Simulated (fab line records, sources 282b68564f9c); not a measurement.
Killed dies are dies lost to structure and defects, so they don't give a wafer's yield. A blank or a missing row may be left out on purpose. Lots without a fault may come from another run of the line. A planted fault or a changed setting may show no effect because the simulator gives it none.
Which tool did it? | flow rit_cmos | 15 lots, 45 wafers sampled, at 1 step of a route of 202

WHAT THE GAUGES READ, wafer by wafer
The record holds no reading of a measuring or inspecting step that can be judged against a usual standard deviation.

WHICH TOOL RAN EACH LOT (tool, then ch and the chambers of the sampled wafers, then the start)
lot  | RIT_ACTIVE_OXIDATION_01
L170 | furnace-04 ch 0, day 1 10:07
L171 | furnace-03 ch 0, day 1 15:07
L172 | furnace-03 ch 0, day 1 20:07
L176 | furnace-04, day 2 16:07
L177 | furnace-04, day 2 21:07
L178 | furnace-03, day 3 02:07
L183 | furnace-04 ch 0, day 4 03:07
L184 | furnace-04 ch 0, day 4 08:07
L185 | furnace-02 ch 0, day 4 13:07
L186 | furnace-03 ch 0, day 4 18:07
L188 | furnace-02 ch 0, day 5 04:07
L189 | furnace-04 ch 0, day 5 09:07
L190 | furnace-03 ch 0, day 5 14:07
L191 | furnace-04 ch 0, day 5 20:31
L193 | furnace-04 ch 0, day 6 05:07
- RIT_ACTIVE_OXIDATION_01: target thk 46.8 nm, ox time 3360 s.

WHAT THE TOOLS THEMSELVES READ (means of the sampled wafers that have a number; where no wafer has one, the mark that the record gives instead)
RIT_ACTIVE_OXIDATION_01. Usual: ox_temp_c 1003.0 C, standard deviation 0.39; ox_temp_c_max 1007.3, standard deviation 1.9; spike_tc_centre_C 1005.3 C, standard deviation 1.5.
lot  | tool       | ox_temp_c (C) | ox_temp_c_max | spike_tc_centre_C (C) | flag
L170 | furnace-04 | 1003.2        | 1007.0        | 1003.3                |
L171 | furnace-03 | 1003.0        | 1005.7        | 1005.1                |
L172 | furnace-03 | 1003.0        | 1005.9        | 1004.1                |
L176 | furnace-04 | -             | -             | -                     | OFF
L177 | furnace-04 | -             | -             | -                     | OFF
L178 | furnace-03 | -             | -             | -                     | OFF
L183 | furnace-04 | 1003.2        | 1006.4        | 1003.8                |
L184 | furnace-04 | 1002.9        | 1006.3        | 1004.9                |
L185 | furnace-02 | 1002.5        | 1009.4        | 1007.2                |
L186 | furnace-03 | 1002.8        | 1005.6        | 1004.7                |
L188 | furnace-02 | 1003.0        | 1009.9        | 1007.5                |
L189 | furnace-04 | 1003.4        | 1006.7        | 1003.9                |
L190 | furnace-03 | 1003.5        | 1006.3        | 1005.0                |
L191 | furnace-04 | 1003.1        | 1007.0        | 1005.0                |
L193 | furnace-04 | 1003.1        | 1006.8        | 1004.6                |

THE ANSWER, worked out from the rows above alone
Rule: a lot is off if the mean of its wafers that have a number lies more than 3 standard deviations from the usual mean. A lot without any number at a reading at which 4 lots or more have one is off too. The other lots that the step has rows for count as sound. The gauges are gone through in route order, then the tools' own readings, and for those a lot's mean is taken as printed above. The first step at which some lot is off is used, and at that step the reading that is off furthest; a lot without a number counts as furthest.
Off: L176, L177, L178, at RIT_ACTIVE_OXIDATION_01 (ox_temp_c). Without a number there: L176, L177, L178.
A tool fits if, at that step or a process step before it, it ran every lot that is off, and no sound lot after the first of them. None of those tried fits.

WHAT THE SIMULATOR HAD PUT IN
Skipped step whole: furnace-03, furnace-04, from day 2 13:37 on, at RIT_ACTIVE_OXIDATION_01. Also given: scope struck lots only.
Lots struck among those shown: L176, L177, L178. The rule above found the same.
